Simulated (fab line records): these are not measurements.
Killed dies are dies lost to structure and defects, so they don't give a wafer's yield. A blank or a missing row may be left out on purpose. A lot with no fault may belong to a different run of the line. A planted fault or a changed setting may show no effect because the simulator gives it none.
What tool caused it?    flow rit cmos    14 lots with 42 wafers sampled at 2 steps, on a route of 202 steps

WHAT THE GAUGES READ, wafer by wafer
The record holds no reading of a measuring or inspecting step that can be judged against a usual standard deviation.

WHAT TOOL EACH LOT RAN ON (gives the tool, then ch and the chambers of the sampled wafers, and finally the start)
lot   RIT_PWELL_STRIP_09                   RIT_M1_PROBE_99
L891  plasma asher-02 ch 0,1, day 2 00:25  -
L893  plasma asher-04 ch 0,1, day 2 08:43  -
L895  plasma asher-02 ch 0,1, day 2 18:31  -
L896  plasma asher-01 ch 0,1, day 3 01:44  -
L897  plasma asher-01 ch 0,1, day 3 05:28  -
L898  plasma asher-02 ch 1, day 3 10:31    -
L899  plasma asher-04 ch 0,1, day 3 14:53  -
L901  plasma asher-02 ch 0,1, day 4 01:35  -
L903  plasma asher-01 ch 1, day 4 10:14    -
L904  plasma asher-04 ch 1, day 4 15:24    -
L905  plasma asher-04 ch 0,1, day 4 21:04  prober-02, day 6 09:12
L912  plasma asher-01 ch 0, day 6 12:14    -
L913  plasma asher-02 ch 0,1, day 6 15:01  -
L914  plasma asher-02 ch 0,1, day 6 19:38  -
- RIT_PWELL_STRIP_09: strips in O2, time 180 s.
- RIT_M1_PROBE_99

AS READ BY THE TOOLS THEMSELVES (means over the sampled wafers that have a number; for cases with no such wafer, the mark the record gives instead)
RIT_PWELL_STRIP_09.
lot   tool             chamber pressure mTorr (mTorr)  drypump motor current A (A)  o2 flow sccm (sccm)
L891  plasma asher-02  4002                            5.6                          4017
L893  plasma asher-04  4003                            5.4                          4009
L895  plasma asher-02  4002                            5.7                          3999
L896  plasma asher-01  4001                            5.4                          3983
L897  plasma asher-01  4003                            5.4                          4002
L898  plasma asher-02  4002                            5.7                          4007
L899  plasma asher-04  4002                            5.4                          4020
L901  plasma asher-02  3999                            5.6                          4004
L903  plasma asher-01  3999                            5.9                          4000
L904  plasma asher-04  4000                            6.1                          4809
L905  plasma asher-04  4002                            5.7                          4803
L912  plasma asher-01  4001                            5.1                          3996
L913  plasma asher-02  3998                            5.6                          3994
L914  plasma asher-02  3999                            5.6                          4004

RIT_M1_PROBE_99.
lot   tool       killed_at_M0_to_M3  killed at contacts  killed at front end  killed dies  killed open  killed short
L905  prober-02  0.0                 0.0                 6.0                  6.0          2.7          3.3

THE ANSWER, worked out from the rows above alone
Rule: what is usual is taken from the lots themselves. Put in order of their means at a reading, lots are off if they are a third of the lots or fewer, leave a main group of 4 or more, and stand apart from it by a gap of 3 or more times the standard deviation of the main group's means; of several such gaps the widest counts. A main group is skipped when, at the precision printed for the reading in the tables above, its means are all equal. Also off: a lot with no number at a reading for which 4 or more lots have one. Where the step has rows for the other lots, those lots are counted as sound. The gauges are gone through in route order, then the tools' own readings, and for those a lot's mean is taken as printed above. The first step at which some lot is off is used, and at that step the reading that is off furthest; a lot without a number counts as furthest.
Off: L904, L905 (RIT_PWELL_STRIP_09, o2 flow sccm). For the main group the mean is 4003 sccm and the standard deviation 9.6.
A tool fits if, at that step or a process step before it, it ran every lot that is off, and no sound lot after the first of them. One fits: RIT_PWELL_STRIP_09 on plasma asher-04. A fault onset in the window from L899 (day 3 14:53, its last sound lot) to L904 (day 4 15:24, its first lot off) fits.
On the lots that are off, the tool's own readings at RIT_PWELL_STRIP_09 differ by more than 5 times the standard deviation of the sound lots' means, which bears it out; o2 flow sccm reads 4806 sccm there versus 4003 sccm on the sound lots.

WHAT THE SIMULATOR HAD INSERTED
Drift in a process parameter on plasma asher-04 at RIT_PWELL_STRIP_09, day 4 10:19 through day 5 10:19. Setting o2 flow sccm, moved by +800, from 4000. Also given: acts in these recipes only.
Struck lots among those shown: L904, L905. The rule given above showed the same thing.
